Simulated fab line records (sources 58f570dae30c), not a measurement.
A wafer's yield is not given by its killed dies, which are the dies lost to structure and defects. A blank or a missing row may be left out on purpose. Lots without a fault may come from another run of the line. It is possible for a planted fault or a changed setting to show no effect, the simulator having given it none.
8D (eight disciplines) problem report, filled in by code	flow berkeley cmos170	the parts of the form that need people (team, actions taken, sign-off) are left out

1. THE PROBLEM
Wafers free of any fault read 599 (standard deviation 3.2) for PFIELD_TW at UCB170_PFIELD_TW_MEAS_09, against a mean of 549 on 6 wafers of 2 lots. Relative to the usual mean, that is a shift of -16 standard deviations.
Earliest sighting: wafer L375.2 on film metro-01 at day 6 13:56. The record has a number at this step for 42 wafers belonging to 14 lots. Rule for "out" (also "out of limits"): further than 4 standard deviations from the usual mean. All remaining wafers that have a number are taken as sound.

2. WHAT IT IS; WHAT IT IS NOT
question	is	is not
which readings at this step	PFIELD_TW	-
which lots	L375, L377	L367, L368, L369, L372, L374, L378, L380, L381, L382, L386, L388, L390
which wafers of those lots	all that have a number	-
read on which gauges	film metro-01	film metro-02, film metro-04
when	from day 6 13:56	up to then (15 sound wafers); but 21 sound wafers of L378, L380, L381, L382, L386, L388, L390 came after

3. WHAT RULES OUT EACH SUSPECT
Counting: a tool stays on the suspect list if, at a process step up to the reading, it processed all lots that are out and no sound lot following the first of them.
- the gauge at UCB170_PFIELD_TW_MEAS_09: ruled out. All the wafers that are out were read on film metro-01, but those of them that UCB170_PFIELD_IMPLANT_07 has rows for are out there too, on other tools.
- implanter-04 at UCB170_PFIELD_IMPLANT_07: ruled out as a lasting fault. After its first lot that is out, L375 (day 6 13:42), sound lots L390 ran on it.
Left after counting: nothing in the record.

4. THE CAUSE (what the simulator had put in)
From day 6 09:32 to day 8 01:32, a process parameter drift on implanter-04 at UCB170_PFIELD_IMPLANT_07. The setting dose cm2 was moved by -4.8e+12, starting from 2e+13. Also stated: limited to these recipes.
It was ruled out by counting, in error; the rule expects a fault to strike all lots run on its tool from its start on, and this fault did not.

5. THE CHAIN OF EFFECTS, in route order
Rows list readings where the struck wafers' mean (over those with a number) sits beyond 3 standard deviations from the usual. Readings are gone through only where the record gives a usual standard deviation; hours: the median, over the lots, of the time from a lot's start at the first step in this table giving one to that lot's start at this step; sigmas: the change measured in usual standard deviations.
hours	step	reading	usual	on struck wafers	change	sigmas
0	UCB170_PFIELD_IMPLANT_07	dose ions cm2	2.0001e+13	1.5206e+13	-4.7952e+12	-99 or more
0	UCB170_PFIELD_IMPLANT_07	faraday current uA	63.4	48.5	-14.9	-11
0	UCB170_PFIELD_TW_MEAS_09	PFIELD_TW	599	549	-50	-16
Its process steps:
- UCB170_PFIELD_IMPLANT_07

6. WHAT WOULD HAVE CAUGHT IT SOONER
Counted from the fault's start at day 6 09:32, it took 4 hours until the first out-of-limits reading at a measuring or inspecting step in this record, taken at day 6 13:56.
At UCB170_PFIELD_IMPLANT_07, the tool's own readings (dose ions cm2, faraday current uA) were out on each struck wafer the step has a row for, so an alarm limit on them would have fired on the first such wafer.
